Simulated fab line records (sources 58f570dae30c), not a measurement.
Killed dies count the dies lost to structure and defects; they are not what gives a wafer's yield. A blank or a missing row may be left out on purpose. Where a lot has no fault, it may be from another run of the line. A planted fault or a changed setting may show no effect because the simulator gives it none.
8D (eight disciplines) problem report, filled in by code | flow berkeley-cmos170 | the parts of the form that need people (team, actions taken, sign-off) are left out

1. WHAT IS WRONG
SPACER_TEOS_THK at UCB170_SPACER_THK_MEAS_01 reads a mean of 405 nm on 3 wafers of 2 lots; wafers without a fault read 375 nm with a standard deviation of 5.2. Measured from the usual mean, that is +5.8 standard deviations.
Seen first at day 7 22:38 on film-metro-04, wafer L867.3. The record has a number at this step for 42 wafers belonging to 14 lots. Rule for "out" (also "out of limits"): further than 4 standard deviations from the usual mean. The rest of the wafers with a number are treated as sound.

2. WHAT THIS IS AND IS NOT
question                    | is                     | is not
which readings at this step | SPACER_TEOS_THK        | -
which lots                  | L867, L869             | L857, L858, L859, L860, L862, L863, L864, L865, L874, L875, L876, L880
which wafers of those lots  | L867.3, L869.2, L869.5 | L867.1, L867.4, L869.4
read on which gauges        | film-metro-04          | film-metro-02, film-metro-03
when                        | from day 7 22:38       | up to then (26 sound wafers); but 13 sound wafers of L869, L874, L875, L876, L880 came after

3. WHAT RULES OUT EACH SUSPECT
Counting: if a tool at a process step up to the reading ran every lot that is out, it stays a suspect. Sound lots after the first of them don't rule it out here, since some wafers of a struck lot are sound.
- the gauge at UCB170_SPACER_THK_MEAS_01: kept. All the wafers that are out were read on film-metro-04, and no step on other tools shows them out.
- rie-diel-03 at UCB170_GATE_ETCH_14 (etches BARC in N2/H2): kept. Ran every lot that is out, first one L867 (day 7 18:36); last sound lot up to then L863 (day 7 11:03).
- rie-si-01 at UCB170_GATE_ETCH_15 (etches poly-Si in HBr/Cl2, stops on SiO2, time 56.3 s, target depth 278.2 nm): kept. Ran every lot that is out, first one L867 (day 7 18:39); last sound lot up to then L865 (day 7 14:19).
- pecvd-02 at UCB170_SPACER_CVD_00 (deposits SiO2 from TEOS/O2, target thk 376 nm, time 47 s): kept. Ran every lot that is out, first one L867 (day 7 22:35); last sound lot up to then L864 (day 7 16:02).
- pecvd-02, UCB170_SPACER_CVD_00: wafers that are out in chamber 0, sound lot-mates in chambers 1, 2.
Left after counting: rie-diel-03 at UCB170_GATE_ETCH_14, rie-si-01 at UCB170_GATE_ETCH_15, pecvd-02 at UCB170_SPACER_CVD_00, film-metro-04 at UCB170_SPACER_THK_MEAS_01.

4. THE CAUSE (what the simulator had put in)
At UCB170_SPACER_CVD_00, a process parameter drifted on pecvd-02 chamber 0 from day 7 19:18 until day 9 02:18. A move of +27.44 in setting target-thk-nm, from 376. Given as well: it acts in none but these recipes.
This tool is one of the 4 suspects left after counting.

5. THE EFFECT CHAIN, in route order
Rows list readings where the struck wafers' mean (over those with a number) sits beyond 3 standard deviations from the usual. Only readings for which the record gives a usual standard deviation are gone through. hours: the time from each lot's start at the first step in this table that gives one to its start at this step, as a median over the lots. sigmas: the change in usual standard deviations.
hours | step                      | reading         | usual  | on struck wafers | change | sigmas
0     | UCB170_SPACER_THK_MEAS_01 | SPACER_TEOS_THK | 375 nm | 405              | +30    | +5.8

6. WHAT WOULD HAVE CAUGHT IT SOONER
3 hours passed between the start of the fault at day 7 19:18 and the first reading out of limits at a measuring or inspecting step in this record, taken at day 7 22:38.
An alarm limit of 4 standard deviations would not have fired on the tool readings at UCB170_SPACER_CVD_00 for which the record gives a usual standard deviation, since none of them was out on any struck wafer.
L869, from the lots that are out (2), started UCB170_SPACER_CVD_00 on pecvd-02 later than day 7 22:38. Holding the tool at that time would have saved it.
